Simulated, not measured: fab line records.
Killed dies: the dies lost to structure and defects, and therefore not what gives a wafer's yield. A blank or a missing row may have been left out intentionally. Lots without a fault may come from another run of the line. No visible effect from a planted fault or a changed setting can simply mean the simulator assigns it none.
Which tool did it? -- flow rit cmos -- Sampling: 7 lots, 21 wafers, 2 of 202 route steps

== WHAT THE GAUGES READ, wafer by wafer ==
RIT_M1_CD_MEAS_90: target cd 2600 nm.
lot,measured,on,cd nm (nm)
L371,day 4 01:39,cd sem-01,2597.0 2600.8 2600.4
L375,day 4 18:03,cd sem-02,2596.8 2599.1 2599.5
L377,day 5 11:26,cd sem-02,- - -
L380,day 6 00:17,cd sem-02,- - -
L387,day 7 10:23,cd sem-02,2602.9 2596.7 2602.2
L389,day 7 13:38,cd sem-02,2601.2 2599.2 2601.7
L391,day 8 03:16,cd sem-02,2603.2 2602.9 2603.4

== WHICH TOOL RAN EACH LOT (tool, then ch and the chambers of the sampled wafers, then the start) ==
lot,RIT_M1_METAL_ETCH_12
L371,"rie metal-01 ch 0,1, day 4 01:09"
L375,"rie metal-03 ch 0, day 4 17:26"
L377,"rie metal-03 ch 0,1, day 5 10:55"
L380,"rie metal-01 ch 1, day 5 23:47"
L387,"rie metal-02 ch 0,1, day 7 09:52"
L389,"rie metal-01 ch 0,1, day 7 13:08"
L391,"rie metal-03 ch 0,1, day 8 02:33"
- RIT_M1_METAL_ETCH_12: etches Al in Cl2/BCl3, stops on SiO2, time 165 s, target depth 600 nm.

== THE ANSWER, worked out from the rows above alone ==
Rule: the usual values come from the lots themselves. Put in order of their means at a reading, lots are off if they are a third of the lots or fewer, leave a main group of 4 or more, and stand apart from it by a gap of 3 or more times the standard deviation of the main group's means; of several such gaps the widest counts. A main group is skipped when, at the precision printed for the reading in the tables above, its means are all equal. Also off: a lot with no number at a reading for which 4 or more lots have one. Any other lot the step has rows for is counted as sound.
Off, at RIT_M1_CD_MEAS_90 on cd nm: L377, L380. Without a number there: L377, L380. The main group: mean 2600.5 nm, standard deviation 1.6.
A tool fits if, at a process step before that reading, it ran every lot that is off, and no sound lot after the first of them. Those tools and the gauges at RIT_M1_CD_MEAS_90 are tried in the same way. Not one of the candidates tried fits.

== WHAT THE SIMULATOR PUT IN ==
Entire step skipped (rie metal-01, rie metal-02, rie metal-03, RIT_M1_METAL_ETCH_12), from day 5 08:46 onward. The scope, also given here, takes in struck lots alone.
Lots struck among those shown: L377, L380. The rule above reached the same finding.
